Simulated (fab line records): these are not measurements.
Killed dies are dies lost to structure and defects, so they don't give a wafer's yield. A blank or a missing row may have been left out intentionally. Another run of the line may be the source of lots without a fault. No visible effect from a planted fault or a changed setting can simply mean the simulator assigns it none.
A single fault, viewed from 2 desks || flow berkeleyCmos170 || what lay behind the numbers comes last; until then each desk has only its own

DESK OF THE TOOL OWNER: implanter-04
The tool's own readings at UCB170_PLDD_IMPLANT_09: means of the sampled wafers that have a number, for each lot that ran on this tool. Marked OUT: a lot whose mean sits more than 4 standard deviations from the usual mean, which makes it out of limits; the brackets give that distance.
Columns: A = doseIonsCm2 at UCB170_PLDD_IMPLANT_09, usual 5e+13; B = faradayCurrentUA at UCB170_PLDD_IMPLANT_09, usual 159
{"lot": "L775", "first seen here": "day 7 15:14", "A": 5e+13, "B": 158}
{"lot": "L778", "first seen here": "day 8 20:08", "A": 5e+13, "B": 158}
{"lot": "L789", "first seen here": "day 11 01:38", "A": "3e+13 (-99 or more) OUT", "B": "89 (-20) OUT"}
{"lot": "L791", "first seen here": "day 11 14:25", "A": "3e+13 (-99 or more) OUT", "B": "88 (-21) OUT"}
This desk's finding: out of limits on L789, L791; first on L789, day 11 01:38 (doseIonsCm2 at UCB170_PLDD_IMPLANT_09). L775, L778: within limits.

AT THE METROLOGY DESK
Lot by lot, what the gauges showed, no matter which tool ran the lot: averages of those sampled wafers that carry a number. Marked OUT: a lot whose mean sits more than 4 standard deviations from the usual mean, which makes it out of limits; the brackets give that distance.
Columns: A = PLDD_OVL at UCB170_PLDD_OVL_MEAS_07, usual -2 nm; B = PLDD_TW at UCB170_PLDD_TW_MEAS_11, usual 1009; C = cdNm at UCB170_NLDD_CD_MEAS_06, usual 1200.3 nm; D = PLDD_RS at UCB170_SDANNEAL_RS_MEAS_04, usual 1031.2 ohm/sq
{"lot": "L772", "first seen here": "day 7 06:34", "A": -1, "B": 1014, "C": 1199.8, "D": 1029.1}
{"lot": "L773", "first seen here": "day 7 06:49", "A": -4, "B": 1019, "C": 1200.1, "D": 1031.8}
{"lot": "L775", "first seen here": "day 7 15:02", "A": -1, "B": 1000, "C": 1201.2, "D": 1031.4}
{"lot": "L779", "first seen here": "day 8 19:40", "A": -5, "B": 1006, "C": 1201.5, "D": 1032.6}
{"lot": "L780", "first seen here": "day 8 19:40", "A": 1, "B": 1004, "C": 1203.2, "D": 1035.2}
{"lot": "L778", "first seen here": "day 8 19:56", "A": 3, "B": 1006, "C": 1199.0, "D": 1031.7}
{"lot": "L784", "first seen here": "day 10 03:56", "A": -8, "B": 1014, "C": 1199.7, "D": 1029.0}
{"lot": "L783", "first seen here": "day 10 04:01", "A": -3, "B": 1001, "C": 1200.6, "D": 1032.3}
{"lot": "L782", "first seen here": "day 10 04:13", "A": 1, "B": 1008, "C": 1201.9, "D": 1032.3}
{"lot": "L789", "first seen here": "day 11 01:26", "A": -9, "B": "930 (-11) OUT", "C": 1201.3, "D": "1259.1 (+95) OUT"}
{"lot": "L791", "first seen here": "day 11 14:13", "A": 2, "B": "936 (-11) OUT", "C": 1201.3, "D": "1259.1 (+95) OUT"}
{"lot": "L793", "first seen here": "day 12 03:20", "A": -4, "B": 1006, "C": 1198.3, "D": 1033.8}
{"lot": "L794", "first seen here": "day 12 14:29", "A": -3, "B": 1003, "C": 1202.4, "D": 1031.0}
{"lot": "L795", "first seen here": "day 12 14:44", "A": 0, "B": 1005, "C": 1199.6, "D": 1026.8}
This desk finds L789, L791 out of limits, with the earliest case on L789 at day 11 01:52 (PLDD_TW at UCB170_PLDD_TW_MEAS_11). L772, L773, L775, L779, L780, L778, L784, L783, L782, L793, L794, L795: within limits.

ALL TOGETHER
At day 11 01:38, on L789, L791, the tool owner's desk was in a position to raise an alarm.
The metrology desk could have raised an alarm at day 11 01:52, on L789, L791.
The lots listed all ran UCB170_PLDD_IMPLANT_09 on implanter-04.

WHAT WAS PUT IN BY THE SIMULATOR
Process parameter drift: implanter-04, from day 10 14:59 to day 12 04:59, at UCB170_PLDD_IMPLANT_09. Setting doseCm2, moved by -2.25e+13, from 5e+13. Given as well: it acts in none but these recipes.
Lots struck among those shown: L789, L791.
Counting hours from when the fault started, the first reading out of limits came at 11 for the tool owner's desk and at 11 for the metrology desk.
